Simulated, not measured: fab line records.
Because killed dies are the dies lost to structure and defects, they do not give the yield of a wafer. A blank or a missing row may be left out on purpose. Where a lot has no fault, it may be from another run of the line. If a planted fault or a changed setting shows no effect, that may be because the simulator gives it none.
Chamber matching	flow berkeley_cmos170	UCB170_GATE_ETCH_15 on rie_si-01 has 4 sister chambers
The step etches poly-Si in HBr/Cl2, stops on SiO2, time 56.3 s, target depth 278.2 nm. 18 wafers are shown with their chamber, then 9 later ones without.

## WAFERS PAIRED WITH THEIR CHAMBERS
wafer	chamber	throttle_valve_pct (%)	drypump_motor_current_A (A)	HBr_flow_sccm (sccm)
L141.2	3	26.08	5.9	149.6
L141.3	0	26.87	4.9	149.9
L141.5	0	26.87	4.9	150.1
L142.2	3	26.10	5.9	149.2
L142.5	1	26.31	6.1	150.2
L142.6	0	26.88	4.9	150.2
L146.1	2	26.57	6.3	149.8
L146.2	0	26.87	4.9	150.4
L146.5	0	26.86	4.9	150.7
L145.2	3	26.09	6.0	150.0
L145.4	1	26.33	6.2	149.9
L145.5	2	26.59	6.3	150.6
L148.1	0	26.87	4.9	150.1
L148.3	3	26.11	6.0	149.4
L148.5	1	26.33	6.1	150.0
L151.2	2	26.59	6.3	149.8
L151.5	2	26.58	6.3	150.1
L151.6	1	26.31	6.1	149.8

SIGNATURES (averages over the wafers above)
reading	chamber 0	chamber 1	chamber 2	chamber 3	scatter within a chamber
throttle_valve_pct	26.8700	26.3200	26.5825	26.0950	0.00991
drypump_motor_current_A	4.900	6.125	6.300	5.950	0.0354
HBr_flow_sccm	150.233	149.975	150.075	149.550	0.3
Rule: a wafer's distance from a chamber is the root of the sum, over the readings, of the square of ((its reading less the chamber's mean) divided by the reading's scatter). If the next closest chamber is less than 2 further off than the closest, the wafer can't be placed; otherwise it belongs to the closest. How the scatter is found: for the shown wafers, subtract from each reading the mean of its chamber, square and add these, divide the total by (wafers less chambers), then take the root.

## WAFERS WITH NO CHAMBER GIVEN
wafer	throttle_valve_pct (%)	drypump_motor_current_A (A)	HBr_flow_sccm (sccm)
L149.2	26.09	6.0	150.1
L149.5	26.58	6.3	149.3
L149.6	26.31	6.1	150.1
L150.2	26.58	6.3	149.9
L150.4	26.87	4.9	151.1
L150.6	26.32	6.1	150.3
L164.2	26.58	6.3	150.1
L164.5	26.59	6.3	149.2
L164.6	26.10	6.0	150.1

## WHICH CHAMBER EACH WENT THROUGH
wafer	from the rows above	in truth
L149.2	3	3
L149.5	2	2
L149.6	1	1
L150.2	2	2
L150.4	0	0
L150.6	1	1
L164.2	2	2
L164.5	2	2
L164.6	3	3
Correct placement for 9 of the 9. Not placeable from these rows: 0. Number placed wrongly: 0.
